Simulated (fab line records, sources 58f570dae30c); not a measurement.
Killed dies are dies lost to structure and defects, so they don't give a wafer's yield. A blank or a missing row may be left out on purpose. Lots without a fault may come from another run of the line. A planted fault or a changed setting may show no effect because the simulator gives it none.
Which tool did it? | flow berkeley_cmos170 | 15 lots, 45 wafers sampled, at 3 steps of a route of 331

WHAT THE GAUGES READ, wafer by wafer
UCB170_V1_CD_MEAS_12: target cd 700 nm.
lot  | measured     | on        | cd_nm (nm)
L734 | day 9 01:17  | cd_sem-01 | 701.0 700.7 699.6
L733 | day 9 01:25  | cd_sem-02 | 698.5 699.4 699.6
L737 | day 9 01:33  | cd_sem-02 | 702.3 701.3 699.6
L736 | day 9 01:34  | cd_sem-01 | 699.9 698.7 699.5
L740 | day 10 11:38 | cd_sem-02 | 698.6 699.1 698.7
L741 | day 10 11:55 | cd_sem-01 | 700.9 702.1 700.5
L739 | day 10 12:07 | cd_sem-01 | 699.8 701.8 699.8
L744 | day 10 21:13 | cd_sem-01 | 700.7 701.7 700.5
L742 | day 10 22:56 | cd_sem-01 | 701.0 700.5 700.1
L746 | day 11 11:57 | cd_sem-01 | 700.5 700.4 699.1
L747 | day 12 14:34 | cd_sem-02 | 698.6 698.2 697.5
L749 | day 12 23:15 | cd_sem-02 | 698.1 697.8 697.6
L748 | day 12 23:26 | cd_sem-01 | 696.1 697.7 697.9
L750 | day 12 23:43 | cd_sem-01 | 700.1 701.3 699.0
L753 | day 13 04:18 | cd_sem-02 | 698.6 699.2 699.7

UCB170_V1_OVL_MEAS_13.
lot  | measured     | on         | V1_OVL (nm)
L734 | day 9 01:24  | overlay-02 | 1 3 -2
L733 | day 9 01:32  | overlay-01 | 10 -1 3
L737 | day 9 01:40  | overlay-01 | 3 -6 1
L736 | day 9 01:41  | overlay-02 | 5 -4 -3
L740 | day 10 11:46 | overlay-02 | 4 5 4
L741 | day 10 12:01 | overlay-01 | 10 -2 -6
L739 | day 10 12:14 | overlay-02 | 5 0 -2
L744 | day 10 21:20 | overlay-02 | -4 2 10
L742 | day 10 23:03 | overlay-02 | 10 7 12
L746 | day 11 12:05 | overlay-01 | 6 5 3
L747 | day 12 14:40 | overlay-01 | 7 4 9
L749 | day 12 23:21 | overlay-01 | 7 5 3
L748 | day 12 23:34 | overlay-01 | -7 3 -3
L750 | day 12 23:50 | overlay-01 | 7 1 9
L753 | day 13 04:25 | overlay-02 | 6 -3 2

UCB170_V1_CD_MEAS_90: target cd 700 nm.
lot  | measured     | on        | cd_nm (nm)
L734 | day 9 01:43  | cd_sem-02 | 701.4 700.3 700.7
L733 | day 9 01:51  | cd_sem-02 | 699.3 698.8 698.0
L737 | day 9 01:59  | cd_sem-02 | 701.9 702.9 698.5
L736 | day 9 02:04  | cd_sem-01 | 699.2 698.8 699.8
L740 | day 10 12:04 | cd_sem-02 | 697.8 698.9 697.6
L741 | day 10 12:22 | cd_sem-02 | 701.2 701.0 701.2
L739 | day 10 12:34 | cd_sem-01 | 700.5 702.3 701.1
L744 | day 10 21:50 | cd_sem-01 | 701.9 700.7 701.3
L742 | day 10 23:24 | cd_sem-02 | 700.9 700.5 700.3
L746 | day 11 12:23 | cd_sem-02 | 701.3 701.4 700.7
L747 | day 12 14:59 | cd_sem-02 | 699.8 697.3 697.8
L749 | day 12 23:41 | cd_sem-02 | 697.7 698.2 698.1
L748 | day 12 23:52 | cd_sem-02 | 695.6 697.3 697.3
L750 | day 13 00:08 | cd_sem-01 | 699.9 701.1 699.3
L753 | day 13 04:44 | cd_sem-02 | 698.3 698.0 698.9

WHICH TOOL RAN EACH LOT (tool, then ch and the chambers of the sampled wafers, then the start)
The record holds no process step before these readings.

WHAT THE TOOLS THEMSELVES READ (means of the sampled wafers that have a number; where no wafer has one, the mark that the record gives instead)
The record holds no such reading with a usual standard deviation.

THE ANSWER, worked out from the rows above alone
Rule: what is usual is taken from the lots themselves. Put in order of their means at a reading, lots are off if they are a third of the lots or fewer, leave a main group of 4 or more, and stand apart from it by a gap of 3 or more times the standard deviation of the main group's means; of several such gaps the widest counts. A main group whose means are all the same, to the digits that the tables above print for the reading, isn't used. A lot without any number at a reading at which 4 lots or more have one is off too. The other lots that the step has rows for count as sound. The gauges are gone through in route order, then the tools' own readings, and for those a lot's mean is taken as printed above. The first step at which some lot is off is used, and at that step the reading that is off furthest; a lot without a number counts as furthest.
No lot is off at any reading shown: from this, nothing can be told.

WHAT THE SIMULATOR HAD PUT IN
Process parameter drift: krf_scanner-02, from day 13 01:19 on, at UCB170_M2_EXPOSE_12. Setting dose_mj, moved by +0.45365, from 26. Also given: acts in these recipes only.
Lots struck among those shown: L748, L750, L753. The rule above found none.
